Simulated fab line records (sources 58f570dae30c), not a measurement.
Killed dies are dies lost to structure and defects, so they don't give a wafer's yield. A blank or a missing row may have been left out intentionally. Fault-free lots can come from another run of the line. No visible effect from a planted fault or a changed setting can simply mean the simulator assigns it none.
2 desks looking at one fault ; flow berkeley cmos170 ; what lay behind the numbers comes last; until then each desk has only its own

## TOOL OWNER'S DESK, pvd sputter-04
The tool's own readings at UCB170_M3_SPUTTER_01 (material Al, target thk 900 nm, time 120 s): means of the sampled wafers that have a number, for each lot that ran on this tool. The brackets show how far a lot's mean lies from the usual mean; more than 4 standard deviations puts the lot out of limits, marked OUT.
Columns: A = cathode dc power W at UCB170_M3_SPUTTER_01, usual 5999.9 W; B = throttle valve pct at UCB170_M3_SPUTTER_01, usual 30.5 %
lot;first seen here;A;B
L567;day 8 20:08;5999.6;31.7
L570;day 9 04:06;6001.2;30.2
L575;day 10 19:51;6000.5;30.0
L578;day 11 09:23;5998.6;31.0
L579;day 11 13:22;5999.8;30.8
L581;day 11 15:29;6000.5;30.0
L584;day 12 04:19;6000.5;30.8
This desk's verdict: no lot among the 7 shows anything out of limits.

## FROM THE METROLOGY DESK
Means of the sampled wafers that have a number, per lot and without regard to the tool the lot ran on: this is what the gauges read. The brackets show how far a lot's mean lies from the usual mean; more than 4 standard deviations puts the lot out of limits, marked OUT.
Columns: A = M2_AL_THK at UCB170_M2_THK_MEAS_03, usual 897 nm; B = M3_AL_RS at UCB170_M3_RS_MEAS_02, usual 0.0322 ohm/sq; C = M3_AL_THK at UCB170_M3_THK_MEAS_03, usual 897 nm; D = cd nm at UCB170_M3_CD_MEAS_15, usual 700.2 nm
lot;first seen here;A;B;C;D
L565;day 7 18:59;893;0.0317;909;698.7
L567;day 8 15:28;906;0.0319;905;699.9
L570;day 8 22:07;890;0.0320;898;701.1
L569;day 8 23:31;888;0.0327;886;699.3
L574;day 10 12:48;898;0.0321;899;701.9
L573;day 10 13:49;889;0.0324;890;699.8
L575;day 10 14:04;903;0.0318;903;700.8
L578;day 11 02:46;896;0.0318;908;700.1
L579;day 11 06:43;894;0.0322;899;699.9
L576;day 11 06:56;899;0.0324;886;697.8
L581;day 11 10:07;911;0.0301 (-6.8) OUT;970 (+8.5) OUT;700.5
L580;day 11 10:10;912;0.0322;894;697.1
L584;day 11 23:12;883;0.0301 (-6.7) OUT;966 (+8.1) OUT;700.1
L587;day 13 02:12;885;0.0323;895;704.0
This desk reports L581, L584 out of limits; the earliest was L581 at day 11 15:35 (M3_AL_RS at UCB170_M3_RS_MEAS_02). Within limits: L565, L567, L570, L569, L574, L573, L575, L578, L579, L576, L580, L587.

## PUT TOGETHER
The metrology desk could have raised an alarm at day 11 15:35, on L581, L584.
The desk of the tool owner found nothing out of limits.
On record at the tool owner's desk: L581, L584, within its limits.
UCB170_M3_SPUTTER_01 was run on pvd sputter-04 by each of the lots named.

## WHAT THE SIMULATOR HAD PUT IN
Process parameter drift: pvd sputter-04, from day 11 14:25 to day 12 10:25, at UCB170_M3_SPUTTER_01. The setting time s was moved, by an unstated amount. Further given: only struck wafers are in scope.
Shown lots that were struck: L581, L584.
Per desk, hours elapsed from the start of the fault to the first reading out of limits: for the metrology desk, 1.
